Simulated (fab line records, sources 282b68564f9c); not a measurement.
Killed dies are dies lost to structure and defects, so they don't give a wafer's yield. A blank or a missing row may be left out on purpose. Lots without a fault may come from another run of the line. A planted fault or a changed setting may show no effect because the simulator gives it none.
Which tool did it? | flow rit_cmos | 14 lots, 42 wafers sampled, at 4 steps of a route of 202

WHAT THE GAUGES READ, wafer by wafer
RIT_PWELL_TW_MEAS_10.
lot  | measured    | on            | PWELL_TW
L789 | day 1 22:55 | film_metro-03 | 945 952 948
L790 | day 2 03:32 | film_metro-03 | 955 952 949
L792 | day 2 14:59 | film_metro-03 | 950 949 949
L794 | day 3 00:16 | film_metro-03 | 944 946 947
L795 | day 3 04:34 | film_metro-04 | 941 947 945
L796 | day 3 10:37 | film_metro-03 | 943 950 950
L798 | day 3 20:22 | film_metro-03 | 954 945 944
L800 | day 4 05:49 | film_metro-04 | 943 942 943
L801 | day 4 14:29 | film_metro-02 | 948 946 950
L804 | day 5 02:00 | film_metro-02 | 950 954 945
L805 | day 5 08:08 | film_metro-04 | 948 946 946
L808 | day 5 22:31 | film_metro-02 | 950 945 953
L809 | day 6 02:25 | film_metro-02 | 959 955 951
L810 | day 6 09:55 | film_metro-03 | 944 948 946

RIT_GATE_THK_MEAS_07.
lot  | measured    | on            | GATE_OXIDE_THK (nm)
L789 | day 2 09:52 | film_metro-02 | 3.06 2.99 2.97
L790 | day 2 16:04 | film_metro-02 | 3.00 2.93 2.89
L792 | day 3 02:16 | film_metro-02 | 3.01 3.01 3.05
L794 | day 3 10:56 | film_metro-02 | 3.00 3.08 2.99
L795 | day 3 15:23 | film_metro-01 | 3.03 2.90 3.02
L796 | day 3 21:28 | film_metro-03 | 3.05 3.01 2.99
L798 | day 4 10:27 | film_metro-03 | 3.02 2.97 3.01
L800 | day 4 18:56 | film_metro-01 | 2.97 3.00 2.95
L801 | day 5 01:25 | film_metro-03 | 3.05 3.06 3.10
L804 | day 5 13:53 | film_metro-02 | 2.99 3.01 3.02
L805 | day 5 19:02 | film_metro-03 | 3.01 3.01 3.02
L808 | day 6 09:43 | film_metro-02 | 3.04 3.03 3.05
L809 | day 6 13:23 | film_metro-02 | 3.72 3.75 3.68
L810 | day 6 20:51 | film_metro-01 | 3.90 3.92 3.89

RIT_GATE_THK_MEAS_09.
lot  | measured    | on            | GATE_POLY_THK (nm)
L789 | day 2 11:32 | film_metro-03 | 251.0 250.6 249.3
L790 | day 2 17:44 | film_metro-01 | 250.4 249.5 249.8
L792 | day 3 03:57 | film_metro-03 | 250.2 250.7 251.1
L794 | day 3 12:37 | film_metro-02 | 251.0 251.8 251.5
L795 | day 3 17:04 | film_metro-01 | 249.0 249.1 248.4
L796 | day 3 23:09 | film_metro-02 | 251.1 249.4 252.1
L798 | day 4 12:08 | film_metro-03 | 251.4 251.5 252.5
L800 | day 4 20:37 | film_metro-02 | 250.2 249.9 249.4
L801 | day 5 03:05 | film_metro-03 | 252.4 251.5 250.0
L804 | day 5 15:34 | film_metro-02 | 254.1 254.2 251.9
L805 | day 5 20:43 | film_metro-03 | 250.6 252.6 251.7
L808 | day 6 11:24 | film_metro-03 | 249.8 247.0 248.4
L809 | day 6 15:04 | film_metro-01 | 251.2 249.5 248.8
L810 | day 6 22:31 | film_metro-03 | 248.4 247.3 246.6

WHICH TOOL RAN EACH LOT (tool, then ch and the chambers of the sampled wafers, then the start)
lot  | RIT_GATE_OXIDATION_05
L789 | furnace-03 ch 0, day 2 08:31
L790 | furnace-03 ch 0, day 2 13:03
L792 | furnace-03 ch 0, day 3 00:57
L794 | furnace-03 ch 0, day 3 09:37
L795 | furnace-03 ch 0, day 3 14:03
L796 | furnace-04 ch 0, day 3 20:08
L798 | furnace-02 ch 0, day 4 07:11
L800 | furnace-02 ch 0, day 4 15:03
L801 | furnace-02 ch 0, day 5 00:01
L804 | furnace-03 ch 0, day 5 12:33
L805 | furnace-04 ch 0, day 5 17:43
L808 | furnace-03 ch 0, day 6 08:24
L809 | furnace-03 ch 0, day 6 12:03
L810 | furnace-03 ch 0, day 6 19:31
- RIT_GATE_OXIDATION_05: target thk 3 nm, ox time 270 s.

WHAT THE TOOLS THEMSELVES READ (means of the sampled wafers that have a number; where no wafer has one, the mark that the record gives instead)
RIT_GATE_OXIDATION_05.
lot  | tool       | spike_tc_centre_C (C) | spike_tc_load_C (C) | spike_tc_source_C (C) | tube_center_temp_C (C) | tube_center_temp_C_max
L789 | furnace-03 | 902.6                 | 926.8               | 920.6                 | 899.95                 | 902.2
L790 | furnace-03 | 901.9                 | 927.0               | 920.8                 | 900.11                 | 902.5
L792 | furnace-03 | 902.0                 | 926.7               | 921.6                 | 899.98                 | 902.6
L794 | furnace-03 | 902.2                 | 927.2               | 920.7                 | 899.95                 | 902.2
L795 | furnace-03 | 900.9                 | 927.2               | 919.3                 | 900.00                 | 902.1
L796 | furnace-04 | 901.9                 | 922.5               | 925.1                 | 899.98                 | 902.3
L798 | furnace-02 | 901.8                 | 926.2               | 923.3                 | 900.06                 | 902.3
L800 | furnace-02 | 901.8                 | 926.3               | 923.5                 | 900.02                 | 902.5
L801 | furnace-02 | 902.2                 | 926.9               | 923.9                 | 900.08                 | 902.2
L804 | furnace-03 | 902.3                 | 927.1               | 919.8                 | 900.01                 | 901.8
L805 | furnace-04 | 901.2                 | 922.3               | 924.8                 | 899.98                 | 902.1
L808 | furnace-03 | 902.8                 | 927.6               | 920.0                 | 899.99                 | 902.1
L809 | furnace-03 | 923.2                 | 947.7               | 940.5                 | 920.04                 | 922.2
L810 | furnace-03 | 923.3                 | 946.0               | 939.8                 | 919.97                 | 922.0

THE ANSWER, worked out from the rows above alone
Rule: what is usual is taken from the lots themselves. Put in order of their means at a reading, lots are off if they are a third of the lots or fewer, leave a main group of 4 or more, and stand apart from it by a gap of 3 or more times the standard deviation of the main group's means; of several such gaps the widest counts. A main group whose means are all the same, to the digits that the tables above print for the reading, isn't used. A lot without any number at a reading at which 4 lots or more have one is off too. The other lots that the step has rows for count as sound. The gauges are gone through in route order, then the tools' own readings, and for those a lot's mean is taken as printed above. The first step at which some lot is off is used, and at that step the reading that is off furthest; a lot without a number counts as furthest.
Off: L809, L810, at RIT_GATE_THK_MEAS_07 (GATE_OXIDE_THK). The main group: mean 3.01 nm, standard deviation 0.032.
A tool fits if, at a process step before that reading, it ran every lot that is off, and no sound lot after the first of them. The gauges at RIT_GATE_THK_MEAS_07 aren't tried: what is off there is off at RIT_GATE_OXIDATION_05 too, on other tools, and a gauge's error can't cause that. One fits: furnace-03 at RIT_GATE_OXIDATION_05. Its last sound lot is L808 (day 6 08:24), its first lot that is off L809 (day 6 12:03): a fault that began between those two fits.
The tool's own readings at RIT_GATE_OXIDATION_05 bear it out: on the lots that are off they differ by more than 5 times the standard deviation of the sound lots' means. spike_tc_centre_C reads 923.2 C there against 902.0 C on the sound lots; spike_tc_load_C reads 946.9 C there against 926.1 C on the sound lots; spike_tc_source_C reads 940.1 C there against 922.0 C on the sound lots; tube_center_temp_C reads 920.00 C there against 900.01 C on the sound lots; tube_center_temp_C_max reads 922.1 there against 902.2 on the sound lots.

WHAT THE SIMULATOR HAD PUT IN
Process parameter drift: furnace-03, from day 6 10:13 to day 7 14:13, at RIT_GATE_OXIDATION_05. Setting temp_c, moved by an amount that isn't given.
Lots struck among those shown: L809, L810. The rule above found the same.
